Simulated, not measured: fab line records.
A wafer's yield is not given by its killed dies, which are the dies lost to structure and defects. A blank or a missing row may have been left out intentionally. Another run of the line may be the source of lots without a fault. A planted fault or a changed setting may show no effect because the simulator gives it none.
Chamber matching | flow berkeley_cmos170 | UCB170_GATE_ETCH_15 on rie_si-01 has 4 sister chambers
The step etches poly-Si in HBr/Cl2, stops on SiO2, time 56.3 s, target depth 278.2 nm. 14 wafers are shown with their chamber, then 7 later ones without.

## WAFERS PAIRED WITH THEIR CHAMBERS
wafer  | chamber | throttle_valve_pct (%) | drypump_motor_current_A (A) | oes_product_au (a.u.)
L583.2 | 3       | 26.05                  | 5.4                         | 0.816
L583.3 | 2       | 26.45                  | 5.6                         | 0.825
L583.4 | 1       | 26.52                  | 6.0                         | 0.824
L586.3 | 0       | 26.59                  | 5.0                         | 0.857
L586.5 | 0       | 26.60                  | 5.0                         | 0.855
L586.6 | 1       | 26.54                  | 6.0                         | 0.819
L585.1 | 3       | 26.06                  | 5.4                         | 0.805
L585.3 | 1       | 26.52                  | 5.9                         | 0.825
L585.6 | 0       | 26.60                  | 5.0                         | 0.856
L589.3 | 1       | 26.52                  | 5.9                         | 0.831
L589.4 | 3       | 26.05                  | 5.4                         | 0.817
L589.6 | 1       | 26.54                  | 6.0                         | 0.822
L596.1 | 2       | 26.47                  | 5.6                         | 0.820
L596.4 | 1       | 26.54                  | 5.9                         | 0.824

SIGNATURES (means of the wafers above)
reading                 | chamber 0 | chamber 1 | chamber 2 | chamber 3 | scatter within a chamber
throttle_valve_pct      | 26.5967   | 26.5300   | 26.4600   | 26.0533   | 0.00966
drypump_motor_current_A | 5.000     | 5.950     | 5.600     | 5.400     | 0.0387
oes_product_au          | 0.85600   | 0.82417   | 0.82250   | 0.81267   | 0.00427
Rule: a wafer's distance from a chamber is the root of the sum, over the readings, of the square of ((its reading less the chamber's mean) divided by the reading's scatter). The wafer belongs to the nearest chamber; if the next one is less than 2 further off, it can't be placed. The scatter: the root of (the sum of the squares of (reading less its chamber's mean) over the shown wafers, divided by (wafers less chambers)).

## WAFERS MISSING THEIR CHAMBER
wafer  | throttle_valve_pct (%) | drypump_motor_current_A (A) | oes_product_au (a.u.)
L596.5 | 26.05                  | 5.4                         | 0.813
L600.3 | 26.05                  | 5.4                         | 0.805
L600.4 | 26.54                  | 5.9                         | 0.814
L600.6 | 26.04                  | 5.4                         | 0.805
L604.2 | 26.47                  | 5.6                         | 0.816
L604.3 | 26.05                  | 5.5                         | 0.814
L604.4 | 26.54                  | 5.9                         | 0.822

## WHICH CHAMBER EACH WENT THROUGH
wafer  | from the rows above | in truth
L596.5 | 3                   | 3
L600.3 | 3                   | 3
L600.4 | 1                   | 1
L600.6 | 3                   | 3
L604.2 | 2                   | 2
L604.3 | 3                   | 3
L604.4 | 1                   | 1
7 of 7 placed correctly. Not placeable from these rows: 0. 0 placed wrongly.
